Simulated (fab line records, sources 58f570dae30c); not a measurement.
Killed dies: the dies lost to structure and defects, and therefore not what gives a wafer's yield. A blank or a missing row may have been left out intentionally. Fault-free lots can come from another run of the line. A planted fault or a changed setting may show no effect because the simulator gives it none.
2 desks, one fault / flow berkeley cmos170 / only its own numbers are on each desk; what lay behind them is given at the end

FROM THE METROLOGY DESK
What the gauges read, lot by lot, whatever tool the lot ran on: means of the sampled wafers that have a number. Any lot whose mean is over 4 standard deviations away from the usual mean is out of limits and marked OUT; that distance is given in the brackets.
Columns: A = NWELL_OXIDE_THK at UCB170_NWELL_THK_MEAS_02, usual 26.4 nm; B = PFIELD_TW at UCB170_PFIELD_TW_MEAS_09, usual 602; C = V1_POLISHED_THK at UCB170_V1_THK_MEAS_04, usual 1000.0 nm
lot=L789; first seen here=day 2 17:27; A=26.0; B=603; C=1000.1
lot=L790; first seen here=day 2 17:31; A=26.4; B=596; C=999.9
lot=L793; first seen here=day 3 08:43; A=26.8; B=601; C=999.3
lot=L794; first seen here=day 3 12:32; A=27.2; B=612; C=999.1
lot=L795; first seen here=day 3 12:34; A=26.8; B=597; C=999.8
lot=L796; first seen here=day 3 21:02; A=26.4; B=596; C=999.9
lot=L798; first seen here=day 4 04:59; A=26.7; B=612; C=1001.0
lot=L797; first seen here=day 4 05:00; A=25.8; B=597; C=1000.4
lot=L800; first seen here=day 4 11:50; A=26.4; B=612; C=999.0
lot=L802; first seen here=day 5 04:24; A=26.4; B=599; C=999.5
lot=L803; first seen here=day 5 09:45; A=26.2; B=556 (-6.9) OUT; C=999.9
lot=L805; first seen here=day 5 19:29; A=25.8; B=559 (-6.5) OUT; C=1001.0
lot=L807; first seen here=day 6 02:22; A=26.5; B=565 (-5.6) OUT; C=1000.1
lot=L809; first seen here=day 6 10:44; A=26.4; B=613; C=1000.3
lot=L811; first seen here=day 6 22:10; A=26.7; B=612; C=1000.2
This desk finds L803, L805, L807 out of limits, with the earliest case on L803 at day 8 15:22 (PFIELD_TW at UCB170_PFIELD_TW_MEAS_09). In limits: L789, L790, L793, L794, L795, L796, L798, L797, L800, L802, L809, L811.

THE TOOL OWNER'S DESK: implanter-03
The tool's own readings at UCB170_PFIELD_IMPLANT_07: means of the sampled wafers that have a number, for each lot that ran on this tool. Any lot whose mean is over 4 standard deviations away from the usual mean is out of limits and marked OUT; that distance is given in the brackets.
Columns: A = beam on s at UCB170_PFIELD_IMPLANT_07, usual 10.04 s; B = faraday current uA at UCB170_PFIELD_IMPLANT_07, usual 63.2
lot=L790; first seen here=day 5 16:41; A=9.98; B=63.6
lot=L793; first seen here=day 6 03:01; A=10.03; B=63.2
lot=L794; first seen here=day 6 09:50; A=9.95; B=63.6
lot=L796; first seen here=day 6 17:42; A=9.83; B=64.5
lot=L798; first seen here=day 7 01:32; A=9.88; B=64.1
lot=L800; first seen here=day 7 09:54; A=10.12; B=62.6
lot=L803; first seen here=day 8 15:07; A=8.12 (-9.6) OUT; B=78.4 (+12) OUT
lot=L805; first seen here=day 8 19:49; A=8.17 (-9.3) OUT; B=77.6 (+11) OUT
lot=L807; first seen here=day 9 02:59; A=8.09 (-9.7) OUT; B=78.5 (+12) OUT
This desk finds L803, L805, L807 out of limits, L803 being first, at day 8 15:07 (beam on s at UCB170_PFIELD_IMPLANT_07). In limits: L790, L793, L794, L796, L798, L800.

PUT TOGETHER
At day 8 15:07, on L803, L805, L807, the tool owner's desk was in a position to raise an alarm.
At day 8 15:22 the metrology desk could have sounded an alarm, on L803, L805, L807.
Of the lots named, all ran UCB170_PFIELD_IMPLANT_07 on implanter-03.

WHAT WAS PUT IN BY THE SIMULATOR
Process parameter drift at UCB170_PFIELD_IMPLANT_07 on implanter-03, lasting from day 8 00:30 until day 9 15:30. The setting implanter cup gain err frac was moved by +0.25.
Struck lots among those shown: L803, L805, L807.
Delay (hours) between the fault's onset and each desk's first out-of-limits reading: 15 at the tool owner's desk, 15 at the metrology desk.
